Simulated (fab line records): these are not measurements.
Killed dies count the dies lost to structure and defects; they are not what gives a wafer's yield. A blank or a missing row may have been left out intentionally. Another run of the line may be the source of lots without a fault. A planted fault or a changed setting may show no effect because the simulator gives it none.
fab line records ; flow rit-cmos
record lots=14; wafers=42; last-day=7
route steps=202 shown ACTIVE@2
lots with no fault: from the same line, run without faults
start-h: start of the lot's first displayed wafer, in hours after the record's first day ; wait-h: hours since the lot's step before ; " the same as in the row above ; L1.1+2: a row that stands for several wafers ; - value missing, or start not given ; * or withheld: withheld ; < > ~ a bound
route shown NAME@n: NAME is a module with steps in the file, n the number in the route of the first one ; usual: average and standard deviation across the fault-free wafers ; same: alike in all rows ; chamber/n: place in a boat ; sites: readings site by site ; _std_site: the values' standard deviation ; _edge_site: mean of outer sites minus mean of inner sites ; radius-mm: for every site, how far away it sits from the centre of the wafer ; mask NAME#n: copy n ; behind: tool/chamber where the wafer was last shaped ; hold: reason for holding the lot/hours on hold/outcome of the hold ; device: whichever transistor did not switch (one of n, p or np) ; end of line: tests of these same wafers at the route's end ; a step given without rows: its recipe and nothing more ; killed: count of dies lost to structure and defects at first sort (not the wafer's yield) ; map: shows each die of a wafer: x if killed, . if not, _ if none is there
set.NAME: the run value of the setting; set.NAME@STEP: its run value at that earlier step ; model.NAME: the simulator's own value behind a step, which no gauge read
route steps across a sampled set of lots; one table per step, one row per wafer
services: when a tool's chamber went out of use (start-h, in hours from the record's first day, below 0 if earlier), for how many hours, and the reason
## steps
# step RIT_ACTIVE_OXIDATION_01
# recipe temp-c=1000; ambient=O2; target-thk-a=468; ox-time-s=3360
# usual spike-tc-load-C=1023.0/2.4; spike-tc-source-C=1024/3.3; zone-power-source-pct=34/3.3
lot.wafer;tool;chamber;start-h;wait-h;spike-tc-load-C;spike-tc-source-C;zone-power-source-pct
L633.1;furnace-01;0;21.44;1.4;1024.6;1025;32
L633.2;furnace-01;0;21.44;1.4;1025.2;1025;32
L633.3;furnace-01;0;21.44;1.4;1026.6;1025;32
L634.2;furnace-01;0;25.12;0.1;1026.0;1024;32
L634.5;furnace-01;0;25.12;0.1;1025.1;1024;32
L634.6;furnace-01;0;25.12;0.1;1025.0;1024;32
L635.1;furnace-02;0;30.12;0.1;1024.1;1028;32
L635.2;furnace-02;0;30.12;0.1;1022.7;1030;31
L635.5;furnace-02;0;30.12;0.1;1024.3;1029;32
L636.3;furnace-03;0;35.12;0.1;1020.1;1021;38
L636.5;furnace-03;0;35.12;0.1;1021.0;1021;38
L636.6;furnace-03;0;35.12;0.1;1021.2;1020;39
L637.2;furnace-01;0;40.82;0.8;1025.0;1024;32
L637.3;furnace-01;0;40.82;0.8;1027.1;1022;32
L637.5;furnace-01;0;40.82;0.8;1026.7;1025;32
L638.1;furnace-03;0;45.12;0.1;1021.3;1021;39
L638.2;furnace-03;0;45.12;0.1;1019.1;1021;38
L638.5;furnace-03;0;45.12;0.1;1020.0;1021;39
L639.1;furnace-03;0;52.43;2.4;1020.7;1022;39
L639.4;furnace-03;0;52.43;2.4;1021.0;1020;38
L639.5;furnace-03;0;52.43;2.4;1020.2;1022;39
L640.1;furnace-02;0;55.12;0.1;1022.9;1029;30
L640.3;furnace-02;0;55.12;0.1;1024.8;1028;32
L640.4;furnace-02;0;55.12;0.1;1022.9;1030;32
L642.1;furnace-03;0;65.12;0.1;1020.6;1021;38
L642.5;furnace-03;0;65.12;0.1;1020.8;1019;39
L642.6;furnace-03;0;65.12;0.1;1020.0;1021;38
L643.1;furnace-01;0;72.14;2.1;1024.5;1025;32
L643.3;furnace-01;0;72.14;2.1;1026.2;1024;32
L643.4;furnace-01;0;72.14;2.1;1023.6;1025;32
L644.2;furnace-02;0;75.12;0.1;1025.3;1028;32
L644.4;furnace-02;0;75.12;0.1;1023.3;1029;31
L644.5;furnace-02;0;75.12;0.1;1022.0;1030;31
L651.1;furnace-03;0;110.37;0.4;1017.5;1022;39
L651.2;furnace-03;0;110.37;0.4;1021.4;1021;39
L651.6;furnace-03;0;110.37;0.4;1021.0;1022;38
L652.1;furnace-03;0;115.12;0.1;1020.4;1020;39
L652.3;furnace-03;0;115.12;0.1;1020.9;1023;38
L652.5;furnace-03;0;115.12;0.1;1020.5;1023;39
L654.1;furnace-02;0;125.12;0.1;1023.1;1030;31
L654.2;furnace-02;0;125.12;0.1;1023.0;1028;31
L654.6;furnace-02;0;125.12;0.1;1022.6;1029;32
# step RIT_ACTIVE_THK_MEAS_02
# recipe reads=SiO2_of_ACTIVE_OXIDATION_01
# usual ACTIVE_OXIDE_THK=46.4/0.95
lot.wafer;tool;chamber;start-h;wait-h;ACTIVE_OXIDE_THK[nm]
L633.1;film-metro-03;-;23.38;0.0;46.8
L633.2;film-metro-03;-;23.38;0.0;46.0
L633.3;film-metro-03;-;23.38;0.0;46.3
L634.2;film-metro-04;-;27.06;0.0;48.6
L634.5;film-metro-04;-;27.06;0.0;46.9
L634.6;film-metro-04;-;27.06;0.0;47.0
L635.1;film-metro-03;-;32.05;0.0;46.5
L635.2;film-metro-03;-;32.05;0.0;46.7
L635.5;film-metro-03;-;32.05;0.0;46.7
L636.3;film-metro-03;-;37.07;0.0;46.5
L636.5;film-metro-03;-;37.07;0.0;46.2
L636.6;film-metro-03;-;37.07;0.0;46.6
L637.2;film-metro-04;-;42.77;0.0;47.4
L637.3;film-metro-04;-;42.77;0.0;47.1
L637.5;film-metro-04;-;42.77;0.0;47.8
L638.1;film-metro-04;-;47.05;0.0;45.8
L638.2;film-metro-04;-;47.05;0.0;46.0
L638.5;film-metro-04;-;47.05;0.0;46.6
L639.1;film-metro-04;-;54.36;0.0;45.5
L639.4;film-metro-04;-;54.36;0.0;46.0
L639.5;film-metro-04;-;54.36;0.0;45.5
L640.1;film-metro-01;-;57.05;0.0;46.3
L640.3;film-metro-01;-;57.05;0.0;46.9
L640.4;film-metro-01;-;57.05;0.0;46.9
L642.1;film-metro-01;-;67.05;0.0;45.1
L642.5;film-metro-01;-;67.05;0.0;45.9
L642.6;film-metro-01;-;67.05;0.0;45.4
L643.1;film-metro-01;-;74.08;0.0;47.1
L643.3;film-metro-01;-;74.08;0.0;47.1
L643.4;film-metro-01;-;74.08;0.0;47.2
L644.2;film-metro-04;-;77.06;0.0;46.0
L644.4;film-metro-04;-;77.06;0.0;46.9
L644.5;film-metro-04;-;77.06;0.0;46.7
L651.1;film-metro-03;-;112.30;0.0;51.4
L651.2;film-metro-03;-;112.30;0.0;51.5
L651.6;film-metro-03;-;112.30;0.0;51.1
L652.1;film-metro-01;-;117.05;0.0;51.7
L652.3;film-metro-01;-;117.05;0.0;51.8
L652.5;film-metro-01;-;117.05;0.0;51.8
L654.1;film-metro-01;-;127.05;0.0;47.5
L654.2;film-metro-01;-;127.05;0.0;48.0
L654.6;film-metro-01;-;127.05;0.0;47.9
## services
tool;chamber;start-h;hours;kind
furnace-03;-;8.97;13.9;pm
furnace-03;-;22.87;3.3;pm
furnace-02;-;35.53;1.8;pm
furnace-01;-;42.87;10.7;pm
## key
first-sign step=RIT_ACTIVE_THK_MEAS_02; reading=ACTIVE_OXIDE_THK; direction=up; sigmas=5.4; usual=46.4; struck=51.5
effect none on later readings
met-at RIT_ACTIVE_OXIDATION_01
struck-lots L651,L652
tester-left-out L651,L652
onset-between 65.12 110.37
fault kind=process-parameter-drift; tool=furnace-03; chamber=-; onset-h=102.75; steps=RIT_ACTIVE_OXIDATION_01; channel=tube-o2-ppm; offset=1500; shape=step; end-h=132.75
# tester-left-out: of these lots the tester's yield and bins aren't shown, on N5 and GAA mostly nor the transistor test; their killed dies are dies lost to structure and defects alone, not to doping, threshold or leakage, so they don't give the yield
